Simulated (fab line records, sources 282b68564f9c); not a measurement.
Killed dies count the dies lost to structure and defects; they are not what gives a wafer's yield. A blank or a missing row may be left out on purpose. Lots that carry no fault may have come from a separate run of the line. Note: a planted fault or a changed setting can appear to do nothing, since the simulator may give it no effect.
Which tool is to blame? -- flow rit-cmos -- 15 lots, 45 wafers sampled, at 5 steps of a route of 202

WHAT THE GAUGES READ, wafer by wafer
RIT_GATE_THK_MEAS_07.
lot,measured,on,GATE_OXIDE_THK (nm)
L949,day 2 11:08,film-metro-03,2.95 2.95 3.01
L950,day 2 14:18,film-metro-04,2.98 2.95 2.94
L952,day 3 01:50,film-metro-04,3.07 3.04 3.07
L953,day 3 06:16,film-metro-03,2.91 3.02 2.98
L955,day 3 15:57,film-metro-01,2.95 3.04 2.99
L956,day 3 20:45,film-metro-04,3.09 3.10 3.05
L957,day 4 01:50,film-metro-01,2.91 3.07 2.92
L958,day 4 06:22,film-metro-01,3.02 3.04 3.05
L959,day 4 13:27,film-metro-03,3.03 3.02 3.11
L962,day 5 02:52,film-metro-01,3.10 3.01 3.07
L965,day 5 20:06,film-metro-03,3.11 3.07 3.08
L966,day 5 23:22,film-metro-01,3.00 3.08 3.06
L969,day 6 15:17,film-metro-04,3.10 3.12 3.03
L970,day 6 19:51,film-metro-01,3.05 3.11 3.09
L972,day 7 04:59,film-metro-03,3.19 3.10 3.04

RIT_NLDD_OVL_MEAS_06.
lot,measured,on,NLDD_OVL (nm)
L949,day 2 19:20,overlay-01,1.1 0.4 -0.4
L950,day 2 22:40,overlay-02,0.5 2.0 1.8
L952,day 3 10:08,overlay-02,1.3 3.1 1.6
L953,day 3 13:28,overlay-02,1.8 0.6 0.7
L955,day 4 00:34,overlay-01,5.3 2.5 3.9
L956,day 4 04:48,overlay-01,-296.3 -297.5 -296.3
L957,day 4 10:42,overlay-02,-298.3 -298.0 -298.3
L958,day 4 14:25,overlay-01,-297.7 -296.2 -295.4
L959,day 4 21:49,overlay-01,-2.2 0.3 0.4
L962,day 5 11:35,overlay-01,3.0 1.5 2.2
L965,day 6 03:50,overlay-02,1.3 1.4 3.2
L966,day 6 07:25,overlay-02,0.4 0.1 0.1
L969,day 6 22:53,overlay-02,0.8 0.4 1.0
L970,day 7 03:01,overlay-01,0.3 1.6 0.1
L972,day 7 12:14,overlay-01,3.3 0.0 1.4

RIT_SILICIDE_THK_MEAS_03: measures by xrf.
lot,measured,on,SILICIDE_TI_THK (nm)
L949,day 3 04:38,film-metro-01,29.4 29.4 29.6
L950,day 3 07:28,film-metro-03,29.7 30.1 29.8
L952,day 3 19:08,film-metro-04,29.5 29.9 29.6
L953,day 3 22:25,film-metro-04,30.0 29.2 29.9
L955,day 4 10:37,film-metro-04,29.1 29.6 29.4
L956,day 4 16:00,film-metro-03,30.0 30.0 29.8
L957,day 4 19:34,film-metro-04,29.5 29.2 29.6
L958,day 4 23:16,film-metro-04,30.1 30.6 30.1
L959,day 5 07:59,film-metro-04,30.3 29.8 30.0
L962,day 5 20:20,film-metro-04,29.7 30.3 30.0
L965,day 6 12:40,film-metro-04,30.1 30.3 29.5
L966,day 6 16:16,film-metro-03,29.7 30.2 29.9
L969,day 7 07:33,film-metro-03,30.3 30.2 30.9
L970,day 7 11:40,film-metro-04,30.0 29.2 29.8
L972,day 7 20:52,film-metro-03,29.8 30.0 29.8

RIT_M1_RS_MEAS_01: measurement is done with a four-point probe.
lot,measured,on,M1_AL_RS (ohm/sq)
L949,day 3 07:37,film-metro-02,0.0767 0.0773 0.0763
L950,day 3 10:27,film-metro-03,0.0752 0.0756 0.0756
L952,day 3 21:56,film-metro-03,0.0742 0.0744 0.0752
L953,day 4 01:11,film-metro-01,0.0751 0.0754 0.0749
L955,day 4 13:30,film-metro-02,0.0750 0.0748 0.0756
L956,day 4 19:03,film-metro-03,0.0745 0.0746 0.0742
L957,day 4 22:37,film-metro-03,0.0753 0.0762 0.0766
L958,day 5 02:17,film-metro-02,0.0742 0.0746 0.0739
L959,day 5 10:52,film-metro-02,0.0766 0.0760 0.0755
L962,day 5 23:17,film-metro-03,0.0749 0.0762 0.0747
L965,day 6 15:33,film-metro-02,0.0751 0.0753 0.0756
L966,day 6 19:13,film-metro-02,0.0755 0.0761 0.0755
L969,day 7 10:20,film-metro-02,0.0744 0.0749 0.0762
L970,day 7 14:31,film-metro-01,0.0761 0.0765 0.0756
L972,day 7 23:46,film-metro-01,0.0751 0.0743 0.0749

WHICH TOOL RAN EACH LOT (tool, then ch and the chambers of the sampled wafers, then the start)
lot,RIT_NLDD_EXPOSE_03
L949,"iline-stepper-01 ch 0, day 2 18:59"
L950,"iline-stepper-01 ch 0, day 2 22:14"
L952,"iline-stepper-01 ch 0, day 3 09:46"
L953,"iline-stepper-01 ch 0, day 3 13:06"
L955,"iline-stepper-02 ch 0, day 4 00:10"
L956,"iline-stepper-02 ch 0, day 4 04:24"
L957,"iline-stepper-02 ch 0, day 4 10:18"
L958,"iline-stepper-02 ch 0, day 4 14:01"
L959,"iline-stepper-01 ch 0, day 4 21:25"
L962,"iline-stepper-01 ch 0, day 5 11:11"
L965,"iline-stepper-01 ch 0, day 6 03:27"
L966,"iline-stepper-01 ch 0, day 6 07:02"
L969,"iline-stepper-01 ch 0, day 6 22:29"
L970,"iline-stepper-01 ch 0, day 7 02:38"
L972,"iline-stepper-01 ch 0, day 7 11:51"
- RIT_NLDD_EXPOSE_03: exposes mask M7, target cd 40700 nm.

WHAT THE TOOLS THEMSELVES READ (means of the sampled wafers that have a number; where no wafer has one, the mark that the record gives instead)
The record holds no such reading with a usual standard deviation.

THE ANSWER, worked out from the rows above alone
Rule: what is usual is taken from the lots themselves. The widest of any qualifying gaps counts: lots, ordered by their means at a reading, are off when they make up no more than a third of the lots, leave a main group of 4 or more, and stand apart from it by 3 or more times the standard deviation of that group's means. If all means in a main group match to the digits the tables above print for the reading, that group is not used. Also off: a lot with no number at a reading for which 4 or more lots have one. Any other lot the step has rows for is counted as sound. The gauges are gone through in route order, then the tools' own readings, and for those a lot's mean is taken as printed above. At the first step where some lot is off, the reading lying furthest off is the one used; lots without a number count as furthest.
Off: at RIT_NLDD_OVL_MEAS_06 (NLDD_OVL), L956, L957, L958. The main group has a mean of 1.3 nm with a standard deviation of 1.1.
A tool fits if, at a process step before that reading, it ran every lot that is off, and no sound lot after the first of them. Gauges at RIT_NLDD_OVL_MEAS_06: tried the same way as those tools. One candidate fits, namely iline-stepper-02 at RIT_NLDD_EXPOSE_03. Its last sound lot is L955 (day 4 00:10), its first lot that is off L956 (day 4 04:24): a fault that began between those two fits.

WHAT THE SIMULATOR HAD INSERTED
Scanner matching overlay: iline-stepper-02, from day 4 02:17 on, at RIT_NLDD_EXPOSE_03. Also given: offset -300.
Struck lots among those shown: L956, L957, L958. This agrees with what the rule above found.
